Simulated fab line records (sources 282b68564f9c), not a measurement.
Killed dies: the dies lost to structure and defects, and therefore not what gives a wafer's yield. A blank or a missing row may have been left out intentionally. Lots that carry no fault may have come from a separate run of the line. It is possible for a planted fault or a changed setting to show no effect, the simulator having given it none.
Which of the tools did it? | flow rit-cmos | 14 lots, 42 wafers sampled, at 5 steps of a route of 202

== WHAT EACH GAUGE READ, for each wafer ==
RIT_FOX2_THK_MEAS_01. Usual: for FOX2_OXIDE_THK the level is 353 nm and the standard deviation is 6.4.
lot  | measured    | on            | FOX2_OXIDE_THK (nm) | flag
L729 | day 1 18:36 | film-metro-03 | 347 351 353         |
L730 | day 2 02:16 | film-metro-03 | 360 368 366         |
L731 | day 2 05:14 | film-metro-04 | 355 359 356         |
L733 | day 2 14:28 | film-metro-04 | 349 351 353         |
L734 | day 2 19:27 | film-metro-01 | 357 353 356         |
L735 | day 3 01:49 | film-metro-01 | 358 358 350         |
L738 | day 3 15:28 | film-metro-01 | 342 345 342         |
L739 | day 3 20:20 | film-metro-03 | 351 360 355         |
L740 | day 4 01:22 | film-metro-04 | 359 357 353         |
L743 | day 4 17:58 | film-metro-04 | 343 348 348         |
L744 | day 4 21:24 | film-metro-01 | 351 354 342         |
L747 | day 5 13:28 | film-metro-01 | 351 350 354         |
L749 | day 5 23:54 | film-metro-03 | 354 353 352         |
L752 | day 6 13:23 | film-metro-03 | 348 350 347         |

RIT_FOX2_THK_MEAS_90. Usual: for FIELD_OXIDE_LEFT_1_THK the level is 325 nm and the standard deviation is 6.4.
lot  | measured    | on            | FIELD_OXIDE_LEFT_1_THK (nm) | flag
L729 | day 1 19:32 | film-metro-03 | 320 323 325                 |
L730 | day 2 03:13 | film-metro-01 | 333 341 338                 |
L731 | day 2 06:07 | film-metro-01 | 327 332 328                 |
L733 | day 2 15:20 | film-metro-01 | 323 324 326                 |
L734 | day 2 20:20 | film-metro-03 | 330 325 329                 |
L735 | day 3 02:42 | film-metro-04 | 331 331 323                 |
L738 | day 3 16:21 | film-metro-01 | 315 317 315                 |
L739 | day 3 21:13 | film-metro-01 | 323 332 328                 |
L740 | day 4 02:19 | film-metro-01 | 332 329 326                 |
L743 | day 4 18:55 | film-metro-03 | 316 320 321                 |
L744 | day 4 22:21 | film-metro-04 | 323 327 315                 |
L747 | day 5 14:24 | film-metro-01 | 323 323 327                 |
L749 | day 6 00:47 | film-metro-04 | 328 326 325                 |
L752 | day 6 14:20 | film-metro-01 | 321 323 320                 |

RIT_PRETRO_TW_MEAS_10. Usual: for PRETRO_TW the level is 472 and the standard deviation is 3.6.
lot  | measured    | on            | PRETRO_TW   | flag
L729 | day 2 07:41 | film-metro-04 | 471 469 471 |
L730 | day 2 15:08 | film-metro-01 | 477 472 474 |
L731 | day 2 18:02 | film-metro-04 | 469 469 468 |
L733 | day 3 03:46 | film-metro-01 | 477 472 475 |
L734 | day 3 08:07 | film-metro-01 | 475 476 473 |
L735 | day 3 14:52 | film-metro-02 | 470 472 469 |
L738 | day 4 04:08 | film-metro-04 | 477 475 477 |
L739 | day 4 09:25 | film-metro-01 | 475 478 479 |
L740 | day 4 15:53 | film-metro-01 | 475 480 480 |
L743 | day 5 07:02 | film-metro-01 | 477 479 476 |
L744 | day 5 10:29 | film-metro-02 | 469 467 469 |
L747 | day 6 02:11 | film-metro-01 | 467 471 469 |
L749 | day 6 13:04 | film-metro-01 | 470 470 471 |
L752 | day 7 02:13 | film-metro-02 | 470 471 469 |

RIT_GATE_THK_MEAS_09. Usual: for GATE_POLY_THK the level is 249.3 nm and the standard deviation is 2.3.
lot  | measured    | on            | GATE_POLY_THK (nm) | flag
L729 | day 2 11:52 | film-metro-04 | 250.9 249.3 249.3  |
L730 | day 2 18:43 | film-metro-01 | 252.0 251.2 251.0  |
L731 | day 2 21:37 | film-metro-04 | 252.9 252.2 254.9  |
L733 | day 3 07:19 | film-metro-04 | 250.9 250.1 252.1  |
L734 | day 3 12:23 | film-metro-01 | 250.2 250.8 250.1  |
L735 | day 3 18:26 | film-metro-04 | 248.9 245.8 252.0  |
L738 | day 4 08:18 | film-metro-01 | 249.5 249.0 248.3  |
L739 | day 4 13:09 | film-metro-03 | 253.6 253.7 253.2  |
L740 | day 4 19:28 | film-metro-01 | 246.9 246.0 246.0  |
L743 | day 5 10:37 | film-metro-04 | 247.2 247.5 246.8  |
L744 | day 5 16:11 | film-metro-04 | 270.9 271.4 270.2  | OFF
L747 | day 6 06:37 | film-metro-03 | 270.7 271.6 269.5  | OFF
L749 | day 6 16:38 | film-metro-01 | 251.2 253.4 249.2  |
L752 | day 7 05:58 | film-metro-01 | 248.0 248.4 247.9  |

== WHICH TOOL RAN EACH LOT (tool, then ch and the chambers of the sampled wafers, then the start) ==
lot  | RIT_GATE_CVD_08
L729 | lpcvd-02 ch 1, day 2 10:14
L730 | lpcvd-01 ch 0, day 2 17:05
L731 | lpcvd-01 ch 1, day 2 20:00
L733 | lpcvd-01 ch 0, day 3 05:41
L734 | lpcvd-01 ch 0, day 3 10:46
L735 | lpcvd-01 ch 0, day 3 16:49
L738 | lpcvd-01 ch 0, day 4 06:40
L739 | lpcvd-01 ch 0, day 4 11:32
L740 | lpcvd-02 ch 0, day 4 17:51
L743 | lpcvd-02 ch 0, day 5 09:00
L744 | lpcvd-02 ch 1, day 5 13:46
L747 | lpcvd-02 ch 0, day 6 04:11
L749 | lpcvd-01 ch 1, day 6 14:59
L752 | lpcvd-01 ch 1, day 7 04:20
- RIT_GATE_CVD_08: deposits poly-Si from SiH4, target thk 250 nm, time 2220 s.

== WHAT THE TOOLS THEMSELVES READ (means of the sampled wafers that have a number; where no wafer has one, the mark that the record gives instead) ==
RIT_GATE_CVD_08. Usual: pressure-mtorr 300.0 mTorr, standard deviation 0.63; zone-power-centre-pct 25.7 %, standard deviation 2.8; zone-power-source-pct 11.3 %, standard deviation 1.
lot  | tool     | pressure-mtorr (mTorr) | zone-power-centre-pct (%) | zone-power-source-pct (%) | flag
L729 | lpcvd-02 | 300.0                  | 23.9                      | 12.5                      |
L730 | lpcvd-01 | 299.3                  | 29.9                      | 10.1                      |
L731 | lpcvd-01 | 299.5                  | 25.3                      | 11.7                      |
L733 | lpcvd-01 | 299.5                  | 29.7                      | 10.0                      |
L734 | lpcvd-01 | 299.4                  | 29.8                      | 10.1                      |
L735 | lpcvd-01 | 300.4                  | 29.7                      | 10.1                      |
L738 | lpcvd-01 | 300.2                  | 29.7                      | 10.1                      |
L739 | lpcvd-01 | 299.7                  | 29.6                      | 10.1                      |
L740 | lpcvd-02 | 300.6                  | 22.4                      | 10.7                      |
L743 | lpcvd-02 | 300.2                  | 22.6                      | 10.6                      |
L744 | lpcvd-02 | 360.0                  | 23.7                      | 12.6                      | OFF
L747 | lpcvd-02 | 359.7                  | 22.3                      | 10.6                      | OFF
L749 | lpcvd-01 | 300.1                  | 25.4                      | 11.7                      |
L752 | lpcvd-01 | 301.2                  | 25.3                      | 11.5                      |

== THE ANSWER, worked out from the rows above alone ==
Rule: take the mean of a lot's wafers that have a number; if it is more than 3 standard deviations from the usual mean, the lot is off. Also off: a lot with no number at a reading for which 4 or more lots have one. Where the step has rows for the other lots, those lots are counted as sound. Order of review: gauges by route order, followed by the tools' own readings, for which a lot's mean as printed above is used. The first step at which some lot is off is used, and at that step the reading that is off furthest; a lot without a number counts as furthest.
Off: L744, L747, seen at RIT_GATE_THK_MEAS_09 (GATE_POLY_THK).
If a tool, at a process step before that reading, ran all the lots that are off and no sound lot after the first of them, it fits. Not tried: the gauges at RIT_GATE_THK_MEAS_09; whatever is off there is also off at RIT_GATE_CVD_08, on other tools, and gauge error can't account for it. One fits: lpcvd-02 at RIT_GATE_CVD_08. Its last sound lot is L743 (day 5 09:00), its first lot that is off L744 (day 5 13:46): a fault that began between those two fits.
The tool's own readings at RIT_GATE_CVD_08 bear it out: on the lots that are off they differ by more than 5 times the standard deviation of the sound lots' means. pressure-mtorr reads 359.9 mTorr there against 300.0 mTorr on the sound lots.

== WHAT WAS PUT IN BY THE SIMULATOR ==
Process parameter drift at RIT_GATE_CVD_08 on lpcvd-02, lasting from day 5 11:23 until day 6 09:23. From 300, the setting pressure-mtorr moved by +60. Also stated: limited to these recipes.
Struck lots among those shown: L744, L747. Same finding as the rule above.
